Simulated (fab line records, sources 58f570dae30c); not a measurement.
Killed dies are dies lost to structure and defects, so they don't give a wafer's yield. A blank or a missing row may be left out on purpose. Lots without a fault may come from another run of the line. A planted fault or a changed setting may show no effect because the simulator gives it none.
Problem report in the 8D (eight disciplines) form, filled by code | flow berkeley_cmos170 | the parts of the form that need people (team, actions taken, sign-off) are left out

1. THE PROBLEM
GATE_OXIDE_THK at UCB170_GATE_THK_MEAS_02 reads a mean of 5.57 nm on 6 wafers of 2 lots; wafers without a fault read 6.54 nm with a standard deviation of 0.11. That is -8.8 standard deviations from the usual mean.
First seen on wafer L512.1, day 9 15:21, on film_metro-01. The record holds 42 wafers of 14 lots with a number at this step. Rule for "out", or "out of limits": more than 4 standard deviations from the usual mean. The other wafers with a number count as sound.

2. WHAT IT IS AND WHAT IT IS NOT
question                    | is                           | is not
which readings at this step | GATE_OXIDE_THK               | -
which lots                  | L512, L515                   | L495, L496, L498, L500, L501, L502, L503, L506, L508, L514, L516, L517
which wafers of those lots  | all that have a number       | -
read on which gauges        | film_metro-01, film_metro-03 | film_metro-02
when                        | from day 9 15:21             | up to then (27 sound wafers); but 9 sound wafers of L514, L516, L517 came after

3. SUSPECTS, AND WHAT RULES EACH OUT
Counting: a tool at a process step up to the reading stays a suspect if it ran every lot that is out and no sound lot after the first of them.
- the gauge at UCB170_GATE_THK_MEAS_02: ruled out. The wafers that are out were read on 2 gauges (film_metro-01, film_metro-03).
- furnace-01 at UCB170_GATE_OXIDATION_01 (target thk 6.6 nm, ox time 1800 s): kept. It ran every lot that is out, first L512 (day 9 13:51), and no sound lot after that; its last sound lot up to then is L506 (day 8 07:34). Its own readings are out on those wafers: spike_tc_centre_C, spike_tc_load_C, spike_tc_source_C, tube_center_temp_C, tube_center_temp_C_max.
Left after counting: furnace-01 at UCB170_GATE_OXIDATION_01.

4. THE CAUSE (what the simulator had put in)
Process parameter drift: furnace-01, from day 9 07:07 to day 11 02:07, at UCB170_GATE_OXIDATION_01. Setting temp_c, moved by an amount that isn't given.
Counting left only this tool.

5. THE CHAIN OF EFFECTS, in route order
Each row: a reading whose mean over the struck wafers that have a number lies more than 3 standard deviations from the usual. Only readings for which the record gives a usual standard deviation are gone through. hours: the time from each lot's start at the first step in this table that gives one to its start at this step, as a median over the lots. sigmas: the change in usual standard deviations.
hours | step                     | reading                | usual    | on struck wafers | change | sigmas
0     | UCB170_GATE_OXIDATION_01 | spike_tc_centre_C      | 853.1 C  | 839.7            | -13.4  | -9.6
0     | UCB170_GATE_OXIDATION_01 | spike_tc_load_C        | 877.6 C  | 863.7            | -13.9  | -11
0     | UCB170_GATE_OXIDATION_01 | spike_tc_source_C      | 871 C    | 857              | -14    | -4.6
0     | UCB170_GATE_OXIDATION_01 | tube_center_temp_C     | 849.99 C | 835.97           | -14.02 | -99 or more
0     | UCB170_GATE_OXIDATION_01 | tube_center_temp_C_max | 852.2    | 838.5            | -13.7  | -40
2     | UCB170_GATE_THK_MEAS_02  | GATE_OXIDE_THK         | 6.54 nm  | 5.57             | -0.97  | -8.8
The process steps in it:
- UCB170_GATE_OXIDATION_01: target thk 6.6 nm, ox time 1800 s.

6. WHAT WOULD HAVE CAUGHT IT SOONER
In this record the first reading out of limits at a measuring or inspecting step was taken at day 9 15:21, 8 hours after the fault began at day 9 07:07.
The tool's own readings at UCB170_GATE_OXIDATION_01 were out on every struck wafer that the step has a row for (spike_tc_centre_C, spike_tc_load_C, spike_tc_source_C, tube_center_temp_C, tube_center_temp_C_max): an alarm limit on them would have fired on the first of those.
Of the lots that are out (2), L515 began UCB170_GATE_OXIDATION_01 on furnace-01 after day 9 15:21. A hold on the tool at that time would have spared it.
